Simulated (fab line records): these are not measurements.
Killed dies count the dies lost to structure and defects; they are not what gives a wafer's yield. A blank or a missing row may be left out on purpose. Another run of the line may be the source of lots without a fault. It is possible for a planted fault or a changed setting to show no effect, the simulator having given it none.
Which tool is to blame? -- flow rit-cmos -- at 1 step of a route of 202, 14 lots with 42 wafers sampled

== WHAT EACH GAUGE READ, for each wafer ==
Not one reading of a measure or inspect step in the record can be checked against a usual standard deviation.

== EACH LOT AND THE TOOL THAT RAN IT (in order: tool; ch and the chambers of the sampled wafers; start) ==
lot,RIT_FOX2_OXIDATION_00
L600,"furnace-01 ch 0, day 2 08:11"
L601,"furnace-04 ch 0, day 2 13:56"
L603,"furnace-01 ch 0, day 2 23:00"
L604,"furnace-04 ch 0, day 3 04:35"
L605,"furnace-01 ch 0, day 3 09:55"
L607,"furnace-03 ch 0, day 3 19:13"
L609,"furnace-04 ch 0, day 4 05:15"
L610,"furnace-01 ch 0, day 4 10:43"
L611,"furnace-01, day 4 16:04"
L612,"furnace-04, day 4 20:08"
L614,"furnace-04 ch 0, day 5 07:31"
L615,"furnace-04 ch 0, day 5 11:58"
L618,"furnace-01 ch 0, day 6 02:49"
L620,"furnace-04 ch 0, day 6 12:16"
- RIT_FOX2_OXIDATION_00: target thk 350.7 nm, ox time 1130 s.

== AS READ BY THE TOOLS THEMSELVES (means over the sampled wafers that have a number; for cases with no such wafer, the mark the record gives instead) ==
RIT_FOX2_OXIDATION_00.
lot,tool,ox-temp-c (C),ox-temp-c-max,zone-power-load-pct (%)
L600,furnace-01,1100.2,1102.7,38
L601,furnace-04,1100.3,1104.5,52
L603,furnace-01,1099.9,1102.7,38
L604,furnace-04,1099.9,1103.9,52
L605,furnace-01,1100.3,1103.0,38
L607,furnace-03,1099.7,1105.9,47
L609,furnace-04,1099.7,1104.3,51
L610,furnace-01,1100.2,1102.9,38
L611,furnace-01,-,-,-
L612,furnace-04,-,-,-
L614,furnace-04,1100.6,1105.0,51
L615,furnace-04,1100.6,1105.2,51
L618,furnace-01,1100.1,1102.6,38
L620,furnace-04,1100.1,1105.2,51

== THE ANSWER, worked out from the rows above alone ==
Rule: what is usual is taken from the lots themselves. Put in order of their means at a reading, lots are off if they are a third of the lots or fewer, leave a main group of 4 or more, and stand apart from it by a gap of 3 or more times the standard deviation of the main group's means; of several such gaps the widest counts. Not used: any main group whose means are identical at the precision the tables above print for the reading. A lot without any number at a reading at which 4 lots or more have one is off too. Any other lot the step has rows for is counted as sound. The gauges are gone through in route order, then the tools' own readings, and for those a lot's mean is taken as printed above. The first step at which some lot is off is used, and at that step the reading that is off furthest; a lot without a number counts as furthest.
Off at RIT_FOX2_OXIDATION_00 (ox-temp-c): L611, L612. Without a number there: L611, L612. The main group has a mean of 1100.1 C with a standard deviation of 0.29.
If a tool, at that step or one of the process steps before it, ran each lot that is off and ran no sound lot following the first of them, it fits. Not one of the candidates tried fits.

== WHAT THE SIMULATOR PUT IN ==
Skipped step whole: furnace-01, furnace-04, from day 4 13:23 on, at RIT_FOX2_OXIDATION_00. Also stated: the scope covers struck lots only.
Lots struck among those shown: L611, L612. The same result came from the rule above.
